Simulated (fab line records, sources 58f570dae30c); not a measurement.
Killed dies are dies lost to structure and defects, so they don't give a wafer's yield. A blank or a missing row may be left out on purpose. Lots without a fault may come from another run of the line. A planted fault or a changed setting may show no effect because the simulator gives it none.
Which tool did it? | flow berkeley_cmos170 | 7 lots, 21 wafers sampled, at 4 steps of a route of 331

WHAT THE GAUGES READ, wafer by wafer
UCB170_M3_CD_MEAS_15: target cd 700 nm.
lot  | measured     | on        | cd_nm (nm)
L552 | day 8 17:34  | cd_sem-02 | 699.4 699.6 700.9
L554 | day 9 07:29  | cd_sem-02 | 698.6 698.2 698.9
L556 | day 9 07:44  | cd_sem-01 | 701.5 701.1 702.5
L560 | day 10 03:56 | cd_sem-02 | 700.3 701.7 701.1
L561 | day 10 23:01 | cd_sem-01 | 697.9 699.1 698.1
L567 | day 11 10:19 | cd_sem-02 | 702.2 700.6 702.4
L572 | day 12 05:13 | cd_sem-01 | 702.4 701.7 702.5

WHICH TOOL RAN EACH LOT (tool, then ch and the chambers of the sampled wafers, then the start)
lot  | UCB170_CONTACT_STRIP_06              | UCB170_M1_METAL_ETCH_12           | UCB170_M2_STRIP_07
L552 | plasma_asher-02 ch 0,1, day 7 23:21  | rie_metal-02 ch 0,1, day 8 03:03  | plasma_asher-03 ch 0,1, day 8 10:34
L554 | plasma_asher-03 ch 0,1, day 8 10:04  | rie_metal-03 ch 0,1, day 8 14:14  | plasma_asher-04 ch 0,1, day 8 22:47
L556 | plasma_asher-03 ch 0,1, day 8 12:23  | rie_metal-02 ch 0,1, day 8 15:34  | plasma_asher-02 ch 1, day 8 22:59
L560 | plasma_asher-01 ch 0,1, day 9 01:44  | rie_metal-03 ch 0,1, day 9 07:01  | plasma_asher-02 ch 0,1, day 9 18:58
L561 | plasma_asher-01 ch 0,1, day 9 19:23  | rie_metal-03 ch 0,1, day 10 00:38 | plasma_asher-02 ch 0,1, day 10 11:53
L567 | plasma_asher-03 ch 0,1, day 10 14:19 | rie_metal-03 ch 0,1, day 10 18:50 | plasma_asher-02 ch 0,1, day 11 00:29
L572 | plasma_asher-01 ch 0,1, day 11 07:26 | rie_metal-02 ch 0,1, day 11 13:22 | plasma_asher-02 ch 0,1, day 11 20:55
- UCB170_CONTACT_STRIP_06: strips in O2.
- UCB170_M1_METAL_ETCH_12: etches Al in Cl2/BCl3, stops on PSG, target depth 780 nm, time 130 s.
- UCB170_M2_STRIP_07: strips in O2.

THE ANSWER, worked out from the rows above alone
Rule: what is usual is taken from the lots themselves. Put in order of their means at a reading, lots are off if they are a third of the lots or fewer, leave a main group of 4 or more, and stand apart from it by a gap of 3 or more times the standard deviation of the main group's means; of several such gaps the widest counts. A main group whose means are all the same, to the digits that the tables above print for the reading, isn't used. A lot without any number at a reading at which 4 lots or more have one is off too. The other lots that the step has rows for count as sound.
No lot is off at any reading shown: from this, nothing can be told.

WHAT THE SIMULATOR HAD PUT IN
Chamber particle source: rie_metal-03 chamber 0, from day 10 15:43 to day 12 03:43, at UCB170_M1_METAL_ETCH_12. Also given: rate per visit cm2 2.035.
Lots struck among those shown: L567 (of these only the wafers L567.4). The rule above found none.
